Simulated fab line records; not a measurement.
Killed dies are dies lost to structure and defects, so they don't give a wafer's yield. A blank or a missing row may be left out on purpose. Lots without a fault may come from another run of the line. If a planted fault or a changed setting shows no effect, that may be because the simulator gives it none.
Which of the tools did it? / flow berkeleyCmos170 / 14 lots, 42 wafers sampled, at 4 steps of a route of 331

WHAT THE GAUGES SHOWED, per wafer
UCB170_V1_THK_MEAS_04. Usual: V1_POLISHED_THK typically reads 999.6 nm, with standard deviation 1.6.
lot=L643; measured=day 8 12:14; on=filmMetro-04; V1_POLISHED_THK (nm)=1002.2 1000.8 999.1; flag=
lot=L647; measured=day 8 20:56; on=filmMetro-01; V1_POLISHED_THK (nm)=999.9 1000.1 1000.5; flag=
lot=L648; measured=day 8 22:17; on=filmMetro-02; V1_POLISHED_THK (nm)=997.8 996.5 999.4; flag=
lot=L645; measured=day 8 23:37; on=filmMetro-02; V1_POLISHED_THK (nm)=999.2 1000.9 996.4; flag=
lot=L651; measured=day 9 22:27; on=filmMetro-01; V1_POLISHED_THK (nm)=998.2 1001.1 1001.2; flag=
lot=L652; measured=day 10 01:07; on=filmMetro-01; V1_POLISHED_THK (nm)=1001.5 1002.5 1001.5; flag=
lot=L653; measured=day 10 02:26; on=filmMetro-04; V1_POLISHED_THK (nm)=1001.7 999.3 999.1; flag=
lot=L654; measured=day 10 02:44; on=filmMetro-01; V1_POLISHED_THK (nm)=1000.1 1000.2 996.7; flag=
lot=L655; measured=day 10 04:35; on=filmMetro-04; V1_POLISHED_THK (nm)=1000.0 999.5 999.1; flag=
lot=L656; measured=day 11 01:52; on=filmMetro-01; V1_POLISHED_THK (nm)=1001.2 998.8 1001.3; flag=
lot=L662; measured=day 11 23:20; on=filmMetro-02; V1_POLISHED_THK (nm)=1001.0 1001.7 1002.6; flag=
lot=L661; measured=day 12 00:45; on=filmMetro-01; V1_POLISHED_THK (nm)=997.7 995.0 998.4; flag=
lot=L664; measured=day 12 23:40; on=filmMetro-02; V1_POLISHED_THK (nm)=999.2 1001.4 996.0; flag=
lot=L666; measured=day 13 01:40; on=filmMetro-04; V1_POLISHED_THK (nm)=997.9 999.6 999.1; flag=

UCB170_V2_THK_MEAS_01. Usual: V2_TEOS_THK typically reads 2080 nm, with standard deviation 27.
lot=L643; measured=day 8 16:50; on=filmMetro-02; V2_TEOS_THK (nm)=2038 2090 2068; flag=
lot=L647; measured=day 9 05:01; on=filmMetro-01; V2_TEOS_THK (nm)=2089 2072 2106; flag=
lot=L648; measured=day 9 05:17; on=filmMetro-02; V2_TEOS_THK (nm)=2090 2111 2094; flag=
lot=L645; measured=day 9 05:56; on=filmMetro-02; V2_TEOS_THK (nm)=2010 2067 2138; flag=
lot=L651; measured=day 10 02:56; on=filmMetro-01; V2_TEOS_THK (nm)=2059 2099 2123; flag=
lot=L652; measured=day 10 05:50; on=filmMetro-02; V2_TEOS_THK (nm)=2070 2079 2090; flag=
lot=L653; measured=day 10 08:08; on=filmMetro-02; V2_TEOS_THK (nm)=2048 2128 2128; flag=
lot=L654; measured=day 10 08:46; on=filmMetro-02; V2_TEOS_THK (nm)=2079 2104 2114; flag=
lot=L655; measured=day 10 10:17; on=filmMetro-02; V2_TEOS_THK (nm)=2014 2105 2120; flag=
lot=L656; measured=day 11 06:10; on=filmMetro-03; V2_TEOS_THK (nm)=2057 2045 2087; flag=
lot=L662; measured=day 12 03:44; on=filmMetro-01; V2_TEOS_THK (nm)=2055 2055 2068; flag=
lot=L661; measured=day 12 05:11; on=filmMetro-03; V2_TEOS_THK (nm)=2072 2100 2103; flag=
lot=L664; measured=day 13 04:58; on=filmMetro-01; V2_TEOS_THK (nm)=2051 2021 2118; flag=
lot=L666; measured=day 13 11:29; on=filmMetro-02; V2_TEOS_THK (nm)=2089 2038 2132; flag=

UCB170_V2_OVL_MEAS_13. Usual: V2_OVL typically reads 0 nm, with standard deviation 5.
lot=L643; measured=day 8 18:44; on=overlay-01; V2_OVL (nm)=8 9 6; flag=
lot=L647; measured=day 9 06:49; on=overlay-01; V2_OVL (nm)=-2 0 -2; flag=
lot=L648; measured=day 9 07:05; on=overlay-02; V2_OVL (nm)=-10 -9 -9; flag=
lot=L645; measured=day 9 07:44; on=overlay-02; V2_OVL (nm)=-4 -4 -6; flag=
lot=L651; measured=day 10 04:55; on=overlay-01; V2_OVL (nm)=-7 -5 -2; flag=
lot=L652; measured=day 10 08:15; on=overlay-01; V2_OVL (nm)=0 3 1; flag=
lot=L653; measured=day 10 09:58; on=overlay-01; V2_OVL (nm)=7 5 4; flag=
lot=L654; measured=day 10 12:23; on=overlay-01; V2_OVL (nm)=-4 -2 -5; flag=
lot=L655; measured=day 10 12:32; on=overlay-01; V2_OVL (nm)=2 6 4; flag=
lot=L656; measured=day 11 08:42; on=overlay-02; V2_OVL (nm)=-2 -6 0; flag=
lot=L662; measured=day 12 05:32; on=overlay-02; V2_OVL (nm)=-2 -7 -9; flag=
lot=L661; measured=day 12 06:52; on=overlay-01; V2_OVL (nm)=-5 3 -1; flag=
lot=L664; measured=day 13 07:23; on=overlay-01; V2_OVL (nm)=-3 -2 -1; flag=
lot=L666; measured=day 13 13:16; on=overlay-02; V2_OVL (nm)=3 0 -1; flag=

EACH LOT AND THE TOOL THAT RAN IT (in order: tool; ch and the chambers of the sampled wafers; start)
lot=L643; UCB170_NSD_STRIP_09=plasmaAsher-03 ch 0,1, day 7 22:53
lot=L647; UCB170_NSD_STRIP_09=plasmaAsher-03 ch 0,1, day 8 10:02
lot=L648; UCB170_NSD_STRIP_09=plasmaAsher-02 ch 0,1, day 8 10:19
lot=L645; UCB170_NSD_STRIP_09=plasmaAsher-01 ch 0,1, day 8 10:26
lot=L651; UCB170_NSD_STRIP_09=plasmaAsher-02 ch 0,1, day 9 11:49
lot=L652; UCB170_NSD_STRIP_09=plasmaAsher-01 ch 0,1, day 9 12:22
lot=L653; UCB170_NSD_STRIP_09=plasmaAsher-02 ch 1, day 9 12:32
lot=L654; UCB170_NSD_STRIP_09=plasmaAsher-01 ch 0, day 9 12:47
lot=L655; UCB170_NSD_STRIP_09=plasmaAsher-02 ch 0,1, day 9 17:47
lot=L656; UCB170_NSD_STRIP_09=plasmaAsher-01 ch 0,1, day 10 13:48
lot=L662; UCB170_NSD_STRIP_09=plasmaAsher-03 ch 0,1, day 11 10:35
lot=L661; UCB170_NSD_STRIP_09=plasmaAsher-02 ch 0, day 11 10:55
lot=L664; UCB170_NSD_STRIP_09=plasmaAsher-02 ch 0,1, day 12 10:27
lot=L666; UCB170_NSD_STRIP_09=plasmaAsher-01 ch 0,1, day 12 15:03
- UCB170_NSD_STRIP_09: strips in O2.

AS READ BY THE TOOLS THEMSELVES (means over the sampled wafers that have a number; for cases with no such wafer, the mark the record gives instead)
UCB170_NSD_STRIP_09. Usual: drypumpMotorCurrentA 5.6 A, standard deviation 0.55; oesProductAu 0.534 a.u., standard deviation 0.0047; stripTimeToEndpointS 35.82 s, standard deviation 0.078.
lot=L643; tool=plasmaAsher-03; drypumpMotorCurrentA (A)=5.3; oesProductAu (a.u.)=0.523; stripTimeToEndpointS (s)=35.94; flag=
lot=L647; tool=plasmaAsher-03; drypumpMotorCurrentA (A)=5.6; oesProductAu (a.u.)=0.530; stripTimeToEndpointS (s)=35.83; flag=
lot=L648; tool=plasmaAsher-02; drypumpMotorCurrentA (A)=5.0; oesProductAu (a.u.)=0.535; stripTimeToEndpointS (s)=35.77; flag=
lot=L645; tool=plasmaAsher-01; drypumpMotorCurrentA (A)=6.3; oesProductAu (a.u.)=0.534; stripTimeToEndpointS (s)=35.88; flag=
lot=L651; tool=plasmaAsher-02; drypumpMotorCurrentA (A)=5.2; oesProductAu (a.u.)=0.534; stripTimeToEndpointS (s)=35.79; flag=
lot=L652; tool=plasmaAsher-01; drypumpMotorCurrentA (A)=6.4; oesProductAu (a.u.)=0.534; stripTimeToEndpointS (s)=35.84; flag=
lot=L653; tool=plasmaAsher-02; drypumpMotorCurrentA (A)=4.7; oesProductAu (a.u.)=0.534; stripTimeToEndpointS (s)=35.82; flag=
lot=L654; tool=plasmaAsher-01; drypumpMotorCurrentA (A)=6.5; oesProductAu (a.u.)=0.533; stripTimeToEndpointS (s)=35.79; flag=
lot=L655; tool=plasmaAsher-02; drypumpMotorCurrentA (A)=5.0; oesProductAu (a.u.)=0.536; stripTimeToEndpointS (s)=35.77; flag=
lot=L656; tool=plasmaAsher-01; drypumpMotorCurrentA (A)=6.3; oesProductAu (a.u.)=0.534; stripTimeToEndpointS (s)=35.89; flag=
lot=L662; tool=plasmaAsher-03; drypumpMotorCurrentA (A)=5.3; oesProductAu (a.u.)=0.537; stripTimeToEndpointS (s)=35.94; flag=
lot=L661; tool=plasmaAsher-02; drypumpMotorCurrentA (A)=5.5; oesProductAu (a.u.)=0.535; stripTimeToEndpointS (s)=35.75; flag=
lot=L664; tool=plasmaAsher-02; drypumpMotorCurrentA (A)=5.3; oesProductAu (a.u.)=0.534; stripTimeToEndpointS (s)=35.63; flag=
lot=L666; tool=plasmaAsher-01; drypumpMotorCurrentA (A)=6.2; oesProductAu (a.u.)=0.537; stripTimeToEndpointS (s)=35.84; flag=

THE ANSWER, worked out from the rows above alone
Rule: lot off if the mean of its wafers having a number is beyond 3 standard deviations from the usual mean. A lot without any number at a reading at which 4 lots or more have one is off too. Where the step has rows for the other lots, those lots are counted as sound. Order of review: gauges by route order, followed by the tools' own readings, for which a lot's mean as printed above is used. The first step at which some lot is off is used, and at that step the reading that is off furthest; a lot without a number counts as furthest.
No lot is off at any reading shown: from this, nothing can be told.

WHAT HAD BEEN PUT IN BY THE SIMULATOR
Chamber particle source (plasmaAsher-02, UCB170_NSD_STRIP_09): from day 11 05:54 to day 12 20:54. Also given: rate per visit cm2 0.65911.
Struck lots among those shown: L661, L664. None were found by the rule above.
